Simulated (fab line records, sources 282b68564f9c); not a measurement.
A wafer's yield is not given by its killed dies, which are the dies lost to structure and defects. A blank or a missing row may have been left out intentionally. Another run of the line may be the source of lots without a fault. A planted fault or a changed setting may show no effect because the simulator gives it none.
Struck lot and sound lot, side by side || flow rit cmos || 39 out of 202 route steps
Sound: the wafers L824.3, L824.4, L824.5. Wafers L833.1, L833.4, L833.5 were the ones struck. The cause is given at the end.
Order at every step that has rows: each side's tool, ch and its chambers, its first start. Under that, the readings that differ: sound wafers || struck wafers || difference of the means || sigmas: that difference in standard deviations of wafers without a fault.
alike: same words and numbers on both sides, and readings whose means sit less than 2 such deviations apart. not compared: any withheld reading, any reading some wafer has no value for, any bound like >300 that may hide the same value, and any number with overlapping values for which the record gives no deviation.
The two part at a step that has a row with sigmas, a row that says differs or no value, or rows on one side only. When numbers do not overlap yet have no deviation, they are printed without sigmas and do not part them. A reading that every wafer of one side lacks parts them only if that side has two wafers or more.

first, 3 steps without rows for these wafers: RIT_GATE_EXPOSE_13 (exposes mask M6, target cd 150 nm); RIT_GATE_PEB_14; RIT_GATE_DEVELOP_15 (develop time 50 s).
RIT_GATE_CD_MEAS_16: the cd target is 150 nm.
  sound: cd sem-02 at day 3 03:47; struck: cd sem-02 at day 5 00:59
{"reading": "cd nm (nm)", "sound": "148.6 150.8 152.4", "struck": "144.2 145.8 144.8", "difference": -5.7, "sigmas": -3}
RIT_GATE_OVL_MEAS_17:
  sound: overlay-01 at day 3 03:52; struck: overlay-02 at day 5 01:07
  alike: GATE_OVL
then, 1 step without rows for these wafers: RIT_GATE_HARDBAKE_18 (time 60 s).
RIT_GATE_ETCH_19: etches poly-Si in SF6/CHF3/O2, stops on SiO2, time 165 s, target depth 312.5 nm.
  sound on rie si-01 ch 1,2,3, day 3 04:02; struck on rie si-02 ch 2,3, day 5 01:18
{"reading": "oes product au (a.u.)", "sound": "0.855 0.860 0.853", "struck": "0.841 0.825 0.841", "difference": -0.020, "sigmas": -2}
  alike: drypump motor current A, rf fwd power W, throttle valve pct
  not compared: rf hours counter h
RIT_GATE_STRIP_20: strips in O2, time 180 s.
  sound on plasma asher-03 ch 0,1, day 3 04:13; struck on plasma asher-03 ch 1, day 5 01:24
  alike: drypump motor current A
  not compared: rf hours counter h
RIT_GATE_CD_MEAS_90: the cd target is 150 nm.
  sound: cd sem-02 at day 3 04:22; struck: cd sem-02 at day 5 01:35
{"reading": "cd nm (nm)", "sound": "149.0 151.1 152.3", "struck": "143.9 145.8 144.6", "difference": -6.0, "sigmas": -3}
then, 3 steps without rows for these wafers: RIT_REOX_CLEAN_00 (cleans in SC1, time 600 s); RIT_REOX_CLEAN_01 (cleans in dHF, time 30 s); RIT_REOX_CLEAN_02 (cleans in SC2, time 600 s).
RIT_REOX_OXIDATION_03: target thk 25.2 nm, ox time 5580 s.
  sound on furnace-03 ch 0, day 3 04:49; struck on furnace-02 ch 0, day 5 02:04
{"reading": "spike tc centre C (C)", "sound": "904.7 905.9 904.8", "struck": "921.5 920.5 920.6", "difference": "+15.7", "sigmas": "+10"}
{"reading": "spike tc load C (C)", "sound": "924.3 923.1 925.4", "struck": "947.4 947.8 949.0", "difference": "+23.8", "sigmas": "+9"}
{"reading": "spike tc source C (C)", "sound": "924.5 923.0 923.2", "struck": "946.8 944.7 945.8", "difference": "+22.2", "sigmas": "+20"}
{"reading": "tube center temp C (C)", "sound": "900.01 900.05 899.9", "struck": "920.17 920.04 920.09", "difference": "+20.11", "sigmas": "+99 or more"}
{"reading": "tube_center_temp_C_max", "sound": "902.1 902.7 902.2", "struck": "924.1 922.0 922.8", "difference": "+20.6", "sigmas": "+50"}
{"reading": "model.SiO2_of_REOX_OXIDATION_03.thk nm (nm)", "sound": "25.27 25 25.1", "struck": "30.86 30.9 30.81", "difference": "+5.73", "sigmas": ""}
  alike: zone power centre pct
RIT_REOX_THK_MEAS_04:
  sound: film metro-02 at day 3 07:23; struck: film metro-02 at day 5 04:37
{"reading": "REOX_OXIDE_THK (nm)", "sound": "25.3 25.0 25.1", "struck": "30.9 30.9 30.8", "difference": "+5.7", "sigmas": "+11"}
then, 6 steps without rows for these wafers: RIT_NLDD_HMDS_00 (prime time 60 s); RIT_NLDD_COAT_01 (resist thk 1000 nm); RIT_NLDD_SOFTBAKE_02 (time 60 s); RIT_NLDD_EXPOSE_03 (exposes mask M7, target cd 40700 nm); RIT_NLDD_PEB_04; RIT_NLDD_DEVELOP_05 (develop time 50 s).
RIT_NLDD_OVL_MEAS_06:
  sound: overlay-02 at day 3 08:17; struck: overlay-02 at day 5 05:43
  alike: NLDD_OVL
then, 2 steps without rows for these wafers: RIT_NLDD_HARDBAKE_07 (time 60 s); RIT_NLDD_IMPLANT_08.
RIT_NLDD_STRIP_09: strips in O2, time 180 s.
  sound on plasma asher-03 ch 0,1, day 3 08:40; struck on plasma asher-04 ch 0,1, day 5 06:04
  alike: drypump motor current A
  not compared: rf hours counter h
RIT_NLDD_TW_MEAS_10:
  sound: film metro-04 at day 3 08:48; struck: film metro-02 at day 5 06:14
  alike: NLDD_TW
then, 6 steps without rows for these wafers: RIT_PLDD_HMDS_00 (prime time 60 s); RIT_PLDD_COAT_01 (resist thk 1000 nm); RIT_PLDD_SOFTBAKE_02 (time 60 s); RIT_PLDD_EXPOSE_03 (exposes mask M8, target cd 40900 nm); RIT_PLDD_PEB_04; RIT_PLDD_DEVELOP_05 (develop time 50 s).
RIT_PLDD_OVL_MEAS_06:
  sound: overlay-01 at day 3 09:43; struck: overlay-02 at day 5 07:08
  alike: PLDD_OVL
then, 2 steps without rows for these wafers: RIT_PLDD_HARDBAKE_07 (time 60 s); RIT_PLDD_IMPLANT_08.
RIT_PLDD_STRIP_09: strips in O2, time 180 s.
  sound on plasma asher-02 ch 0,1, day 3 10:05; struck on plasma asher-02 ch 0,1, day 5 07:29
  alike: drypump motor current A
  not compared: rf hours counter h
RIT_PLDD_TW_MEAS_10:
  sound: film metro-04 at day 3 10:13; struck: film metro-03 at day 5 07:39
  alike: PLDD_TW
RIT_SPACER_CLEAN_00: cleans in SC1, time 600 s.
  sound on wet bench-02 ch 0, day 3 10:16; struck on wet bench-01 ch 0, day 5 07:43
{"reading": "model.SiO2_of_REOX_OXIDATION_03.thk nm (nm)", "sound": "23.32 23.07 23.16", "struck": "28.47 28.52 28.44", "difference": "+5.29", "sigmas": ""}
  alike: temp c
then, 1 step without rows for these wafers: RIT_SPACER_CLEAN_01 (cleans in dHF, time 30 s).
RIT_M1_PROBE_99:
  sound: prober-01 at day 4 02:22; struck: prober-01 at day 5 21:34
{"reading": "model.etest.pmos turned.r on ohm um", "sound": "3390 3438 3470", "struck": "5738 5723 5565", "difference": "+2243", "sigmas": ""}
{"reading": "model.etest.pmos_0p3.r on ohm um", "sound": "6338 6430 6378", "struck": "7309 7184 7190", "difference": "+846", "sigmas": ""}
{"reading": "model.etest.pmos_0p15.r on ohm um", "sound": "2694 2778 2793", "struck": "3569 3612 3577", "difference": "+831", "sigmas": ""}
{"reading": "model.etest.pldd.rs ohm sq", "sound": "481.5 469.4 475.3", "struck": "1092 1087 1072", "difference": "+608", "sigmas": ""}
{"reading": "model.etest.nmos_0p3.r on ohm um", "sound": "2195 2209 2205", "struck": "2361 2342 2320", "difference": "+138", "sigmas": ""}
{"reading": "model.etest.nmos_0p15.r on ohm um", "sound": "1156 1148 1178", "struck": "1312 1312 1314", "difference": "+152", "sigmas": ""}
{"reading": "model.etest.pldd.line ohm um", "sound": "150.4 147.3 150.3", "struck": "343.8 339.2 331.2", "difference": "+188.7", "sigmas": ""}
{"reading": "model.etest.nldd.rs ohm sq", "sound": "395.2 388.4 392.9", "struck": "534.4 535 530.6", "difference": "+141.2", "sigmas": ""}
  alike: killed at contacts, killed at front end, killed dies, killed on rim, killed open, killed short

== WHERE THEY PART ==
Earliest at RIT_GATE_CD_MEAS_16; latest, in this record, at RIT_REOX_THK_MEAS_04. Later steps at which nothing parts them and some readings are alike: RIT_NLDD_OVL_MEAS_06, RIT_NLDD_STRIP_09, RIT_NLDD_TW_MEAS_10, RIT_PLDD_OVL_MEAS_06, RIT_PLDD_STRIP_09, RIT_PLDD_TW_MEAS_10, RIT_SPACER_CLEAN_00, RIT_M1_PROBE_99.

WHY: what had been put in by the simulator
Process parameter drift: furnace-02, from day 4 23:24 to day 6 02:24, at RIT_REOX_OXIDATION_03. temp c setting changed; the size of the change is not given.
